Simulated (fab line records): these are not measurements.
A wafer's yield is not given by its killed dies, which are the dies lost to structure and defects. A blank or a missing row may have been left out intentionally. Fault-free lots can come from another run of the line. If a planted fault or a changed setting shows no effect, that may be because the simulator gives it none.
A struck lot beside a sound one + flow rit_cmos + 17 out of 202 route steps
Sound: wafers L466.1, L466.3, L466.5. Struck: wafers L471.1, L471.3, L471.4. The cause comes at the end.
For every step that has rows: the tool of each side, followed by ch and its chambers, followed by its first start. Under that, the readings that differ: sound wafers + struck wafers + difference of the means + sigmas: that difference in standard deviations of wafers without a fault.
alike: readings with means less than 2 such deviations apart, plus words and numbers identical on both sides. not compared: withheld readings, readings lacking a value on some wafer, bounds such as >300 that could conceal the same value, and numbers that have no deviation in the record and whose values overlap.
A row with sigmas, a row that says differs or no value, or rows on one side alone: a step with any of these is where the two part. Non-overlapping numbers with no deviation appear without sigmas and do not part them. Lack of a reading on every wafer of one side parts them only where that side has two or more wafers.

first, 2 steps without rows for these wafers: RIT_NRETRO_HARDBAKE_07 (time 120 s); RIT_NRETRO_IMPLANT_08.
RIT_NRETRO_STRIP_09: strips in O2, time 180 s.
  sound on plasma_asher-02 ch 0,1, day 2 23:33; struck on plasma_asher-03 ch 0,1, day 4 00:08
| reading                     | sound       | struck      | difference | sigmas |
|-----------------------------|-------------|-------------|------------|--------|
| drypump_motor_current_A (A) | 5.9 4.8 4.8 | 6.2 6.2 6.6 | +1.2       | +2     |
  not compared: rf_hours_counter_h
RIT_NRETRO_TW_MEAS_10:
  sound on film_metro-01 at day 2 23:43; struck on film_metro-01 at day 4 00:18
  alike: NRETRO_TW
then, 6 steps without rows for these wafers: RIT_PRETRO_HMDS_00 (prime time 60 s); RIT_PRETRO_COAT_01 (resist thk 1300 nm); RIT_PRETRO_SOFTBAKE_02 (time 60 s); RIT_PRETRO_EXPOSE_03 (exposes mask M5, target cd 43700 nm); RIT_PRETRO_PEB_04; RIT_PRETRO_DEVELOP_05 (develop time 68 s).
RIT_PRETRO_OVL_MEAS_06:
  sound on overlay-02 at day 3 00:47; struck on overlay-01 at day 4 01:22
  alike: PRETRO_OVL
then, 1 step without rows for these wafers: RIT_PRETRO_HARDBAKE_07 (time 120 s).
RIT_PRETRO_IMPLANT_08:
  sound on implanter-01 ch 0, day 3 01:04; struck on implanter-01 ch 0, day 4 01:40
| reading            | sound                            | struck                           | difference  | sigmas |
|--------------------|----------------------------------|----------------------------------|-------------|--------|
| dose_ions_cm2      | 1.2012e+13 1.2008e+13 1.2018e+13 | 1.3023e+13 1.2995e+13 1.3003e+13 | +9.9433e+11 | +76    |
| faraday_current_uA | 37.9 38.9 37.0                   | 40.5 41.4 40.9                   | +3.0        | +4     |
  alike: end_station_pressure_torr
RIT_PRETRO_STRIP_09: strips in O2, time 180 s.
  sound on plasma_asher-04 ch 0,1, day 3 01:13; struck on plasma_asher-03 ch 0,1, day 4 01:49
  alike: drypump_motor_current_A
  not compared: rf_hours_counter_h
RIT_PRETRO_TW_MEAS_10:
  sound on film_metro-04 at day 3 01:24; struck on film_metro-01 at day 4 01:59
| reading   | sound             | struck            | difference | sigmas |
|-----------|-------------------|-------------------|------------|--------|
| PRETRO_TW | 474.2 469.6 469.6 | 485.3 486.2 486.5 | +14.9      | +5     |
then, 1 step without rows for these wafers: RIT_GATE_WET_ETCH_00 (etches SiO2 in BOE, target depth 56 nm, time 60 s).
RIT_M1_PROBE_99:
  sound on prober-02 at day 4 05:20; struck on prober-01 at day 5 03:50
| reading                             | sound            | struck            | difference | sigmas |
|-------------------------------------|------------------|-------------------|------------|--------|
| killed_at_contacts                  | 0 2 0            | 0 0 0             | -1         | -2     |
| model.etest.cap_n_gate.c_min_ff_um2 | 2.386 2.383 2.38 | 2.419 2.436 2.418 | +0.041     |        |
  alike: killed_at_front_end, killed_dies, killed_on_rim, killed_open, killed_short
  not compared: model.etest.nmos_0p3.vt_sat_v, model.etest.nmos_0p3.vt_v, model.etest.nmos_narrow.vt_v

## WHERE THEY PART
Last at RIT_M1_PROBE_99 as far as this record goes, first at RIT_NRETRO_STRIP_09.

WHY: whatever the simulator had introduced
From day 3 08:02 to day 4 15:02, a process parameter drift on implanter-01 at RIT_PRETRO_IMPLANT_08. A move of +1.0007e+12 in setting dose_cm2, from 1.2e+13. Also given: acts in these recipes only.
